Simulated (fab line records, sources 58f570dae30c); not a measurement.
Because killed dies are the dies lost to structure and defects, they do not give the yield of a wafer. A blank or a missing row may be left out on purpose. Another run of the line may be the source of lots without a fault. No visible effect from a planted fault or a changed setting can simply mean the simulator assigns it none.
fab line records | flow berkeleyCmos170
record lots=5 wafers=15 lastDay=12
route steps=331 shown GATE@129 M3@331
lots that met no fault: from a run of the same line without faults
startH: start of the lot's first displayed wafer, in hours after the record's first day | waitH: how many hours have passed since the lot's step before this one | " identical to the entry in the row above | L1.1+2: several wafers, shown together as one row | - no value, or no start was given | * or withheld: withheld | < > ~ a bound
route shown NAME@n: names a module that has steps shown in the file, with the first one's number in the route | usual: the fault-free wafers' mean and standard deviation | same: alike in all rows | chamber/n: place in a boat | sites: each site's reading | _std_site: standard deviation of those values | _edge_site: inner sites' mean taken away from outer sites' mean | radiusMm: for every site, how far away it sits from the centre of the wafer | mask NAME#n: copy n | behind: the last tool/chamber to shape the wafer | hold: what put the lot on hold/how long, in hours/how the hold closed | device: the n, p or np transistor that did not switch | end of line: the route-end tests of the same wafers | a step without rows: its recipe alone | killed: dies lost to structure and defects at the first sort, not the wafer's yield | map: dies across one wafer; x = killed, . = not, _ = none there
set.NAME: the setting as run; set.NAME@STEP: as run at that earlier step | model.NAME: the simulator's own value behind a step, which no gauge read
lots at some steps of the route; a table a step, a row a wafer
services: the hour from which a tool's chamber was out of use, counted from the record's first day as startH (under 0 if before that day), plus the number of hours and why
## steps
# step UCB170_GATE_ANNEAL_03
# recipe tempC=900 timeS=1800 ambient=N2
# step UCB170_GATE_CVD_04
# recipe material=poly-Si tempC=610 precursor=SiH4 timeS=1440 pressureMtorr=375 targetThkNm=214 sih4FlowSccm=120
# step UCB170_GATE_THK_MEAS_05
# recipe reads=poly-Si_of_GATE_CVD_04
# usual GATE_POLY_THK=215.6/1.7
# columns lot.wafer tool chamber startH waitH GATE_POLY_THK[nm]
L362.3 filmMetro-03 - 165.10 0.0 214.4
L362.5 " - " " 213.9
L362.6 " - " " 216.8
L366.1 filmMetro-03 - 170.92 0.1 214.1
L366.4 " - " " 213.7
L366.6 " - " " 214.4
L369.1 filmMetro-01 - 189.38 0.0 213.8
L369.3 " - " " 214.1
L369.4 " - " " 215.5
L377.1 filmMetro-01 - 222.61 0.0 215.2
L377.2 " - " " 215.2
L377.4 " - " " 213.6
L379.3 filmMetro-02 - 247.94 0.0 215.8
L379.4 " - " " 216.8
L379.5 " - " " 215.9
# step UCB170_GATE_COAT_06
# recipe resist=BARC tempC=withheld timeS=withheld spinRpm=3000 resistThkNm=withheld
# step UCB170_GATE_COAT_07
# recipe resist=KrF spinRpm=1500 resistThkNm=900
# step UCB170_GATE_SOFTBAKE_08
# recipe resist=KrF tempC=130 timeS=60
# step UCB170_GATE_EXPOSE_09
# recipe maskId=POLY targetCdNm=350 na=0.5 sigmaOuter=0.6 sourceShape=conventional doseMj=21
# step UCB170_GATE_PEB_10
# recipe pebTempC=130 pebTimeS=withheld resist=KrF
# step UCB170_GATE_DEVELOP_11
# recipe developer=TMAH developTimeS=45 resist=KrF devTempC=21
# step UCB170_GATE_CD_MEAS_12
# recipe targetCdNm=350
# usual cdNm=350.4/1.3
# columns lot.wafer tool chamber startH waitH cdNm
L362.3 cdSem-01 - 166.79 - 350.3
L362.5 " - " " 350.1
L362.6 " - " " 350.7
L366.1 cdSem-01 - 173.51 - 350.6
L366.4 " - " " 351.5
L366.6 " - " " 350.8
L369.1 cdSem-01 - 190.74 - 352.1
L369.3 " - " " 351.3
L369.4 " - " " 351.6
L377.1 cdSem-01 - 223.98 - 349.4
L377.2 " - " " 350.5
L377.4 " - " " 349.6
L379.3 cdSem-02 - 248.87 - 350.8
L379.4 " - " " 351.7
L379.5 " - " " 350.8
# step UCB170_GATE_OVL_MEAS_13
# usual GATE_OVL=-1/5.5
# columns lot.wafer tool chamber startH waitH GATE_OVL[nm]
L362.3 overlay-01 - 166.88 0.1 5
L362.5 " - " " 11
L362.6 " - " " 8
L366.1 overlay-01 - 173.63 0.1 -3
L366.4 " - " " -16
L366.6 " - " " -10
L369.1 overlay-01 - 190.86 0.1 -3
L369.3 " - " " 1
L369.4 " - " " -4
L377.1 overlay-02 - 224.10 0.1 2
L377.2 " - " " 0
L377.4 " - " " 5
L379.3 overlay-01 - 248.96 0.1 -7
L379.4 " - " " -8
L379.5 " - " " -8
# step UCB170_GATE_ETCH_14
# recipe chemistry=N2/H2 targetDepthA=withheld overetchA=withheld target=BARC timeS=withheld sourceW=500 biasW=100 pressureMtorr=30 n2FlowSccm=100 h2FlowSccm=200
# usual drypumpMotorCurrentA=5.8/0.34 oesProductAu=1.000/0.019 rfFwdPowerW=494.9/2.2 throttleValvePct=13.31/0.22
# columns lot.wafer tool chamber startH waitH drypumpMotorCurrentA oesProductAu rfFwdPowerW throttleValvePct
L362.3 rieDiel-01 1 166.91 0.0 5.8 0.983 493.8 13.37
L362.5 " 3 " " 5.5 1.024 497.7 13.22
L362.6 " 2 " " 5.8 1.005 492.4 13.45
L366.1 rieDiel-01 2 173.67 0.0 5.8 1.007 491.0 13.45
L366.4 " 3 " " 5.4 1.046 497.8 13.24
L366.6 " 2 " " 5.8 1.003 492.1 13.45
L369.1 rieDiel-03 3 190.90 0.0 5.9 0.979 495.4 13.59
L369.3 " 1 " " 5.7 1.035 495.5 13.23
L369.4 " 0 " " 6.4 0.985 495.9 13.51
L377.1 rieDiel-01 1 224.13 0.0 5.8 1.002 493.2 13.37
L377.2 " 3 " " 5.4 1.035 498.5 13.22
L377.4 " 0 " " 6.1 0.978 495.2 13.32
L379.3 rieDiel-02 1 248.98 0.0 5.8 1.019 497.5 13.07
L379.4 " 0 " " 5.2 0.995 498.2 13.30
L379.5 " 0 " " 5.2 0.998 497.7 13.31
# step UCB170_GATE_ETCH_15
# recipe chemistry=HBr/Cl2 target=poly-Si stopOn=SiO2 overEtchFrac=0.3 icpW=300 biasW=150 timeS=56.3 pressureMtorr=15 HBr_flow_sccm=150 Cl2_flow_sccm=50 targetDepthA=2782
# usual drypumpMotorCurrentA=5.7/0.53 oesProductAu=0.843/0.014 rfFwdPowerW=297.4/1.1 throttleValvePct=26.61/0.28
# same overEtchFrac=0.3
# columns lot.wafer tool chamber startH waitH drypumpMotorCurrentA oesProductAu rfFwdPowerW rfHoursCounterH throttleValvePct model.KrF_of_GATE_COAT_07.thkNm
L362.3 rieSi-02 2 166.95 - 4.9 0.836 297.0 2 27.16 773.9
L362.5 " 0 " " 6.0 0.846 296.9 - 26.44 770.6
L362.6 " 1 " " 5.7 0.852 295.6 - 26.35 777.4
L366.1 rieSi-02 3 173.71 - 6.2 0.863 299.3 2 26.82 773.9
L366.4 " 1 " " 5.7 0.849 296.7 0 26.34 775.7
L366.6 " 2 " " 5.0 0.833 296.3 - 27.17 776.1
L369.1 rieSi-02 1 190.94 - 5.7 0.850 296.9 0 26.38 782.5
L369.3 " 2 " " 5.0 0.829 297.4 2 27.16 806.4
L369.4 " 0 " " 6.0 0.851 297.9 - 26.45 780.3
L377.1 rieSi-01 0 224.17 - 6.5 0.826 296.7 0 26.81 769
L377.2 " 2 " " 6.0 0.843 298.2 0 26.28 775.4
L377.4 " 1 " " 5.2 0.841 297.4 67 26.48 773.5
L379.3 rieSi-01 1 249.03 - 5.2 0.852 297.4 67 26.48 781
L379.4 " 0 " " 6.5 0.840 296.3 0 26.82 771.9
L379.5 " 3 " " 5.1 0.819 297.7 - 26.51 774.8
# step UCB170_GATE_STRIP_16
# recipe chemistry=O2 powerW=400 pressureMtorr=3500 platenTempC=withheld o2FlowSccm=400 overashFraction=0.5
# usual drypumpMotorCurrentA=5.4/0.41 oesProductAu=0.724/0.0047
# columns lot.wafer tool chamber startH waitH drypumpMotorCurrentA oesProductAu rfHoursCounterH
L362.3 plasmaAsher-01 1 167.03 0.1 5.5 0.722 -
L362.5 " 0 " " 4.9 0.723 -
L362.6 " 1 " " 5.5 0.727 -
L366.1 plasmaAsher-04 0 173.76 0.0 5.8 0.724 45
L366.4 " 1 " " 5.4 0.730 -
L366.6 " 0 " " 5.8 0.728 -
L369.1 plasmaAsher-04 0 190.99 0.0 5.7 0.724 48
L369.3 " 1 " " 5.3 0.718 -
L369.4 " 0 " " 5.8 0.723 -
L377.1 plasmaAsher-01 0 224.22 0.0 4.8 0.724 53
L377.2 " 1 " " 5.5 0.732 53
L377.4 " 0 " " 4.9 0.727 -
L379.3 plasmaAsher-01 0 249.11 0.1 4.9 0.724 -
L379.4 " 1 " " 5.5 0.719 -
L379.5 " 0 " " 4.9 0.727 -
# step UCB170_M3_PROBE_99
# columns lot.wafer tool chamber startH waitH model.etest.nldd.rsOhmSq model.etest.polyCombOverSteps.overLimit model.etest.antennaPoly.vtShiftV
L362.3 prober-02 - 208.03 0.2 763.7 0 -0.01222
L362.5 prober-02 - 208.13 0.2 763.2 0 -0.008891
L362.6 prober-02 - 208.18 0.2 770.5 0 -0.007222
L366.1 prober-02 - 212.66 0.1 784.6 0 -0.01009
L366.4 prober-02 - 212.81 0.2 785.5 0 -0.007409
L366.6 prober-02 - 212.91 0.2 773.7 0 -0.005589
L369.1 prober-02 - 230.45 0.1 791.9 0 -0.01014
L369.3 prober-02 - 230.55 0.2 809.8 1 -0.007077
L369.4 prober-02 - 230.60 0.2 791 0 -0.01441
L377.1 prober-01 - 265.73 0.1 774 0 -0.01216
L377.2 prober-01 - 265.78 0.1 779.8 0 -0.008946
L377.4 prober-01 - 265.88 0.2 779.4 0 -0.005684
L379.3 prober-01 - 283.80 0.2 772.8 0 -0.00593
L379.4 prober-01 - 283.85 0.2 773.9 0 -0.008282
L379.5 prober-01 - 283.90 0.2 773.1 0 -0.008566
# killed by level:class
L362.3 M2:geometricParticle:short=1
L362.5 SILICIDE:geometricParticle:short=1
L362.6 START:geometricParticle:short=1 NWELL:geometricParticle:open=1 M1:geometricParticle:short=1 V2:geometricParticle:short=1
L366.1 SACOX:geometricParticle:short=1 GATE:geometricParticle:open=1
L366.4 V1:geometricParticle:short=1 ACTIVE:areaEtch=1
L366.6 GATE:geometricParticle:short=1 M1:geometricParticle:short=1 V2:geometricParticle:open=1 M3:geometricParticle:short=1 ACTIVE:areaEtch=1
L377.1 SILICIDE:geometricParticle:open=2 SACOX:geometricParticle:open=1
L377.2 GATE:geometricParticle:short=1 SPACER:geometricParticle:open=1 V2:geometricParticle:open=1
L377.4 SACOX:geometricParticle:open=2 FIELD:geometricParticle:open=1 V1:geometricParticle:open=1 ACTIVE:areaEtch=1
L379.3 V1:geometricParticle:short=1 V2:geometricParticle:short=1
L379.4 GATE:geometricParticle:short=1 ACTIVE:areaEtch=1
L379.5 GATE:geometricParticle:short=1 V2:geometricParticle:short=1
## services
# columns tool chamber startH hours kind
rieSi-02 1 146.88 8.8 repair
rieDiel-03 1 153.53 7.9 repair
rieSi-01 0 159.80 - clean
rieSi-01 0 159.80 17.6 scheduledDown
rieSi-01 0 159.80 17.6 ventCycle
rieDiel-03 2 161.19 4.4 repair
rieDiel-03 0 177.68 6.7 repair
rieDiel-02 0 184.24 3.6 repair
rieDiel-02 1 186.46 15.6 repair
rieSi-02 3 190.17 3.6 repair
plasmaAsher-04 - 195.63 3.0 repair
rieDiel-03 - 208.42 0.4 repair
rieDiel-01 2 209.12 - clean
rieDiel-01 2 209.12 21.4 scheduledDown
rieDiel-01 2 209.12 21.4 ventCycle
rieSi-01 - 223.17 0.1 repair
rieDiel-03 - 247.09 2.8 pm
## key
firstSign none at tools or gauges
modelEffect step=UCB170_GATE_ETCH_15 value=KrF_of_GATE_COAT_07.thkNm without=783.1 struck=806.4
modelEffect step=UCB170_M3_PROBE_99 value=etest.nldd.rsOhmSq without=789.5 struck=809.8
metAt UCB170_GATE_ETCH_15
struckWafers L369.3
sortLeftOut L369.3
testerLeftOut L369
onsetBetween 173.71 190.94
fault kind=processParameterDrift tool=rieSi-02 chamber=2 onsetH=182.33 steps=UCB170_GATE_ETCH_15 channel=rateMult offset=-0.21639 shape=step endH=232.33
# testerLeftOut: of these lots the tester's yield and bins aren't shown, on N5 and GAA mostly nor the transistor test; their killed dies are dies lost to structure and defects alone, not to doping, threshold or leakage, so they don't give the yield
# sortLeftOut: the simulated sort isn't trusted on such a fault, so these wafers' sort isn't shown, and their yield isn't known
